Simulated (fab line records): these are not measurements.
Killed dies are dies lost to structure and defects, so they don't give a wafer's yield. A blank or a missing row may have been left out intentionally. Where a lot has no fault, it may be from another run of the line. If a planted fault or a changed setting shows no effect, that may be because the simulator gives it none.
A struck lot beside a sound one ; flow rit-cmos ; 34 out of 202 route steps
Sound: these wafers, L484.1, L484.4, L484.6. Wafers L500.3, L500.4, L500.6 were the ones struck. The cause is named last.
Order at every step that has rows: each side's tool, ch and its chambers, its first start. Under that, the readings that differ: sound wafers ; struck wafers ; difference of the means ; sigmas: that difference in standard deviations of wafers without a fault.
alike: words and numbers the same on both sides, and readings whose means are apart by under 2 such deviations; not compared: readings that were withheld, readings missing a value for some wafer, numbers with overlapping values and no deviation given by the record, and bounds like >300 which may hide the same value.
A row with sigmas, a row that says differs or no value, or rows on one side alone: a step with any of these is where the two part. Non-overlapping numbers with no deviation appear without sigmas and do not part them. A reading missing from all wafers of one side parts the sides only when that side holds two or more wafers.

first, 2 steps without rows for these wafers: RIT_SPACER_CLEAN_02 (cleans in SC2, time 600 s); RIT_SPACER_CVD_03 (deposits Si3N4 from SiH2Cl2/NH3, target thk 250 nm, time 3300 s).
RIT_SPACER_THK_MEAS_04:
  sound on film-metro-02, day 3 08:35; struck on film-metro-04, day 7 03:27
  alike: SPACER_NITRIDE_THK
RIT_SPACER_ETCHBACK_05: etches Si3N4 in SF6/CHF3, stops on SiO2, target depth 250 nm, time 240 s.
  sound on rie-diel-04 ch 0,1,2, day 3 08:39; struck on rie-diel-01 ch 0,2, day 7 03:29
  alike: CHF3_flow_sccm, drypump-motor-current-A, oes-product-au, rf-fwd-power-W, throttle-valve-pct
  not compared: rf-hours-counter-h
then, 6 steps without rows for these wafers: RIT_NSD_HMDS_00 (prime time 60 s); RIT_NSD_COAT_01 (resist thk 1000 nm); RIT_NSD_SOFTBAKE_02 (time 60 s); RIT_NSD_EXPOSE_03 (exposes mask M9, target cd 40700 nm); RIT_NSD_PEB_04; RIT_NSD_DEVELOP_05 (develop time 50 s).
RIT_NSD_OVL_MEAS_06:
  sound on overlay-01, day 3 09:47; struck on overlay-02, day 7 04:37
  alike: NSD_OVL
then, 1 step without rows for these wafers: RIT_NSD_HARDBAKE_07 (time 60 s).
RIT_NSD_IMPLANT_08:
  sound on implanter-02 ch 0, day 3 09:58; struck on implanter-01 ch 0, day 7 04:51
reading;sound;struck;difference;sigmas
dose-ions-cm2;9.997e+14 1.0015e+15 1.0002e+15;1.0989e+15 1.0966e+15 1.0963e+15;+9.6800e+13;+88
faraday-current-uA;3220 3071 3030;3362 3367 3524;+311;+5
RIT_NSD_STRIP_09: strips in O2, time 180 s.
  sound on plasma-asher-04 ch 0,1, day 3 10:07; struck on plasma-asher-03 ch 0,1, day 7 05:00
reading;sound;struck;difference;sigmas
drypump-motor-current-A (A);4.9 4.9 5.1;6.2 5.8 6.2;+1.1;+3
  not compared: rf-hours-counter-h
RIT_NSD_TW_MEAS_10:
  sound on film-metro-01, day 3 10:17; struck on film-metro-04, day 7 05:08
  alike: NSD_TW
then, 6 steps without rows for these wafers: RIT_PSD_HMDS_00 (prime time 60 s); RIT_PSD_COAT_01 (resist thk 1000 nm); RIT_PSD_SOFTBAKE_02 (time 60 s); RIT_PSD_EXPOSE_03 (exposes mask M10, target cd 40900 nm); RIT_PSD_PEB_04; RIT_PSD_DEVELOP_05 (develop time 50 s).
RIT_PSD_OVL_MEAS_06:
  sound on overlay-01, day 3 11:20; struck on overlay-02, day 7 06:10
  alike: PSD_OVL
then, 2 steps without rows for these wafers: RIT_PSD_HARDBAKE_07 (time 60 s); RIT_PSD_IMPLANT_08.
RIT_PSD_STRIP_09: strips in O2, time 180 s.
  sound on plasma-asher-02 ch 0, day 3 11:40; struck on plasma-asher-02 ch 0,1, day 7 06:33
  alike: drypump-motor-current-A
  not compared: rf-hours-counter-h
RIT_PSD_TW_MEAS_10:
  sound on film-metro-01, day 3 11:50; struck on film-metro-01, day 7 06:41
  alike: PSD_TW
then, 3 steps without rows for these wafers: RIT_SDANNEAL_CLEAN_00 (cleans in SC1, time 600 s); RIT_SDANNEAL_CLEAN_01 (cleans in dHF, time 30 s); RIT_SDANNEAL_CLEAN_02 (cleans in SC2, time 600 s).
RIT_SDANNEAL_RTA_03: time 5 s.
  sound on rtp-anneal-02 ch 0, day 3 12:16; struck on rtp-anneal-02 ch 0, day 7 07:07
reading;sound;struck;difference;sigmas
wafer_temp_C_max;1053.5 1052.2 1050.5;1054.1 1054.7 1054.7;+2.4;+2
RIT_SDANNEAL_RS_MEAS_04: measurement is done with a four-point probe.
  sound on film-metro-04, day 3 12:19; struck on film-metro-01, day 7 07:11
  alike: PSD_RS
RIT_SDANNEAL_RS_MEAS_05: measurement is done with a four-point probe.
  sound on film-metro-04, day 3 12:26; struck on film-metro-01, day 7 07:19
reading;sound;struck;difference;sigmas
NSD_RS (ohm/sq);84.5 84.5 84.2;78.3 78.6 78.4;-6.0;-18
RIT_SDANNEAL_RS_MEAS_06: measurement is done with a four-point probe.
  sound on film-metro-04, day 3 12:34; struck on film-metro-01, day 7 07:26
  alike: PLDD_RS
RIT_M1_PROBE_99:
  sound on prober-01, day 3 19:49; struck on prober-01, day 7 15:16
reading;sound;struck;difference;sigmas
model.etest.contact-nplus.end-ohm-um;42.2 43.72 41.48;36.33 37.55 37.28;-5.41;
  alike: killed-at-front-end, killed-dies, killed-open, killed-short

== WHERE THEY PART ==
Earliest at RIT_NSD_IMPLANT_08; latest, in this record, at RIT_SDANNEAL_RS_MEAS_05. Later steps at which nothing parts them and some readings are alike: RIT_SDANNEAL_RS_MEAS_06, RIT_M1_PROBE_99.

WHY: whatever the simulator had introduced
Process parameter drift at RIT_NSD_IMPLANT_08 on implanter-01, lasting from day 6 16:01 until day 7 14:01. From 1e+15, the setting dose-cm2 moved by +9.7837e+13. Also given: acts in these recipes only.
